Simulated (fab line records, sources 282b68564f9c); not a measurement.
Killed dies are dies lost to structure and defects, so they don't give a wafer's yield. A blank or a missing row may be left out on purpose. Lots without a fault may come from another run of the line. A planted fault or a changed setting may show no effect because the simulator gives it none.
Which tool did it? | flow rit_cmos | 14 lots, 42 wafers sampled, at 2 steps of a route of 202

WHAT THE GAUGES READ, wafer by wafer
The record holds no reading of a measuring or inspecting step that can be judged against a usual standard deviation.

WHICH TOOL RAN EACH LOT (tool, then ch and the chambers of the sampled wafers, then the start)
lot  | RIT_GATE_ETCH_19                | RIT_M1_PROBE_99
L201 | rie_si-01 ch 0,1,2, day 2 14:25 | -
L202 | rie_si-02 ch 1,2,3, day 3 00:34 | -
L203 | rie_si-01 ch 0,1,2, day 3 02:34 | -
L204 | rie_si-02 ch 0,3, day 3 06:41   | -
L205 | rie_si-01 ch 0,1,3, day 3 12:41 | -
L207 | rie_si-01 ch 0,1,3, day 4 00:43 | -
L208 | rie_si-02 ch 1,2, day 4 02:04   | -
L209 | rie_si-01 ch 0,2, day 4 08:37   | -
L210 | rie_si-02 ch 1,2,3, day 4 17:01 | -
L211 | rie_si-01 ch 1,3, day 4 19:03   | -
L214 | rie_si-02 ch 0,2, day 5 16:47   | -
L215 | rie_si-01 ch 0,1,2, day 5 17:02 | -
L220 | rie_si-02 ch 1,2,3, day 7 14:13 | prober-01, day 8 13:56
L222 | rie_si-02 ch 0,1,2, day 7 17:40 | prober-01, day 8 16:25
- RIT_GATE_ETCH_19: etches poly-Si in SF6/CHF3/O2, stops on SiO2, time 165 s, target depth 312.5 nm.
- RIT_M1_PROBE_99

WHAT THE TOOLS THEMSELVES READ (means of the sampled wafers that have a number; where no wafer has one, the mark that the record gives instead)
RIT_GATE_ETCH_19. Usual: O2_flow_sccm 5.000 sccm, standard deviation 0.015; drypump_motor_current_A 5.54 A, standard deviation 0.28; oes_product_au 0.849 a.u., standard deviation 0.016; rf_fwd_power_W 159.4 W, standard deviation 0.5; throttle_valve_pct 10.24 %, standard deviation 0.06.
lot  | tool      | O2_flow_sccm (sccm) | drypump_motor_current_A (A) | oes_product_au (a.u.) | rf_fwd_power_W (W) | throttle_valve_pct (%) | flag
L201 | rie_si-01 | 4.994               | 5.73                        | 0.843                 | 159.5              | 10.29                  |
L202 | rie_si-02 | 5.001               | 5.50                        | 0.857                 | 159.0              | 10.22                  |
L203 | rie_si-01 | 5.004               | 5.75                        | 0.847                 | 159.5              | 10.31                  |
L204 | rie_si-02 | 5.015               | 5.41                        | 0.836                 | 159.4              | 10.23                  |
L205 | rie_si-01 | 4.988               | 5.58                        | 0.841                 | 159.4              | 10.23                  |
L207 | rie_si-01 | 4.995               | 5.59                        | 0.847                 | 158.7              | 10.23                  |
L208 | rie_si-02 | 5.004               | 5.39                        | 0.864                 | 159.6              | 10.20                  |
L209 | rie_si-01 | 5.009               | 5.83                        | 0.840                 | 159.5              | 10.27                  |
L210 | rie_si-02 | 4.994               | 5.51                        | 0.848                 | 159.1              | 10.21                  |
L211 | rie_si-01 | 5.004               | 5.48                        | 0.854                 | 159.4              | 10.24                  |
L214 | rie_si-02 | 5.003               | 5.25                        | 0.840                 | 159.5              | 10.23                  |
L215 | rie_si-01 | 5.014               | 5.73                        | 0.838                 | 159.4              | 10.30                  |
L220 | rie_si-02 | 5.003               | 5.52                        | 0.800                 | 159.8              | 10.22                  | OFF
L222 | rie_si-02 | 5.000               | 5.47                        | 0.785                 | 160.0              | 10.19                  | OFF

RIT_M1_PROBE_99. Usual: killed_at_contacts 0.1, standard deviation 0.3; killed_at_front_end 7, standard deviation 3.1; killed_dies 7, standard deviation 3.1; killed_on_rim 1.9, standard deviation 1.5; killed_open 3.8, standard deviation 2.3; killed_short 3.2, standard deviation 1.9.
lot  | tool      | killed_at_contacts | killed_at_front_end | killed_dies | killed_on_rim | killed_open | killed_short | flag
L220 | prober-01 | 0.0                | 264                 | 264         | 70.0          | 5.7         | 3.3          | OFF
L222 | prober-01 | 0.0                | 264                 | 264         | 70.0          | 4.0         | 2.0          | OFF

THE ANSWER, worked out from the rows above alone
Rule: a lot is off if the mean of its wafers that have a number lies more than 3 standard deviations from the usual mean. A lot without any number at a reading at which 4 lots or more have one is off too. The other lots that the step has rows for count as sound. The gauges are gone through in route order, then the tools' own readings, and for those a lot's mean is taken as printed above. The first step at which some lot is off is used, and at that step the reading that is off furthest; a lot without a number counts as furthest.
Off: L220, L222, at RIT_GATE_ETCH_19 (oes_product_au).
A tool fits if, at that step or a process step before it, it ran every lot that is off, and no sound lot after the first of them. One fits: rie_si-02 at RIT_GATE_ETCH_19. Its last sound lot is L214 (day 5 16:47), its first lot that is off L220 (day 7 14:13): a fault that began between those two fits.
The tool's own readings at RIT_GATE_ETCH_19 bear it out: on the lots that are off they differ by more than 5 times the standard deviation of the sound lots' means. oes_product_au reads 0.792 a.u. there against 0.846 a.u. on the sound lots.

WHAT THE SIMULATOR HAD PUT IN
Process parameter drift: rie_si-02, from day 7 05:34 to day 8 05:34, at RIT_GATE_ETCH_19. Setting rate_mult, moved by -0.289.
Lots struck among those shown: L220, L222. The rule above found the same.
